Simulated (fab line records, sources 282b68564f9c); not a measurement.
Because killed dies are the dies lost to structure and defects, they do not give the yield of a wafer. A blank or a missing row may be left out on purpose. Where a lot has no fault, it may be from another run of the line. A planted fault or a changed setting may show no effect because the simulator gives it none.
Which tool is to blame? :: flow ritCmos :: 7 lots, 21 wafers sampled, at 2 steps of a route of 202

== WHAT THE GAUGES READ, wafer by wafer ==
RIT_ACTIVE_THK_MEAS_02.
lot: L897
measured: day 1 19:05
on: filmMetro-02
ACTIVE_OXIDE_THK (nm): 46.0 46.0 45.8

lot: L899
measured: day 2 06:49
on: filmMetro-02
ACTIVE_OXIDE_THK (nm): 46.8 45.7 46.2

lot: L902
measured: day 2 19:14
on: filmMetro-04
ACTIVE_OXIDE_THK (nm): 44.9 45.4 45.9

lot: L905
measured: day 3 10:36
on: filmMetro-02
ACTIVE_OXIDE_THK (nm): 45.4 45.3 45.5

lot: L914
measured: day 5 11:28
on: filmMetro-04
ACTIVE_OXIDE_THK (nm): 45.3 44.4 45.0

lot: L916
measured: day 5 18:56
on: filmMetro-02
ACTIVE_OXIDE_THK (nm): 46.3 46.4 45.8

lot: L919
measured: day 6 08:50
on: filmMetro-01
ACTIVE_OXIDE_THK (nm): 46.4 45.8 46.2

== WHAT TOOL EACH LOT RAN ON (gives the tool, then ch and the chambers of the sampled wafers, and finally the start) ==
lot: L897
RIT_ACTIVE_OXIDATION_01: furnace-01 ch 0, day 1 17:08

lot: L899
RIT_ACTIVE_OXIDATION_01: furnace-03 ch 0, day 2 04:52

lot: L902
RIT_ACTIVE_OXIDATION_01: furnace-03 ch 0, day 2 17:19

lot: L905
RIT_ACTIVE_OXIDATION_01: furnace-01 ch 0, day 3 08:39

lot: L914
RIT_ACTIVE_OXIDATION_01: furnace-01 ch 0, day 5 09:32

lot: L916
RIT_ACTIVE_OXIDATION_01: furnace-04 ch 0, day 5 17:00

lot: L919
RIT_ACTIVE_OXIDATION_01: furnace-04 ch 0, day 6 06:53
- RIT_ACTIVE_OXIDATION_01: target thk 46.8 nm, ox time 3360 s.

== THE ANSWER, worked out from the rows above alone ==
Rule: usual is defined by the lots themselves. The widest of any qualifying gaps counts: lots, ordered by their means at a reading, are off when they make up no more than a third of the lots, leave a main group of 4 or more, and stand apart from it by 3 or more times the standard deviation of that group's means. If all means in a main group match to the digits the tables above print for the reading, that group is not used. Also off: a lot with no number at a reading for which 4 or more lots have one. Where the step has rows for the other lots, those lots are counted as sound.
No lot is off at any reading shown: from this, nothing can be told.

== WHAT THE SIMULATOR HAD INSERTED ==
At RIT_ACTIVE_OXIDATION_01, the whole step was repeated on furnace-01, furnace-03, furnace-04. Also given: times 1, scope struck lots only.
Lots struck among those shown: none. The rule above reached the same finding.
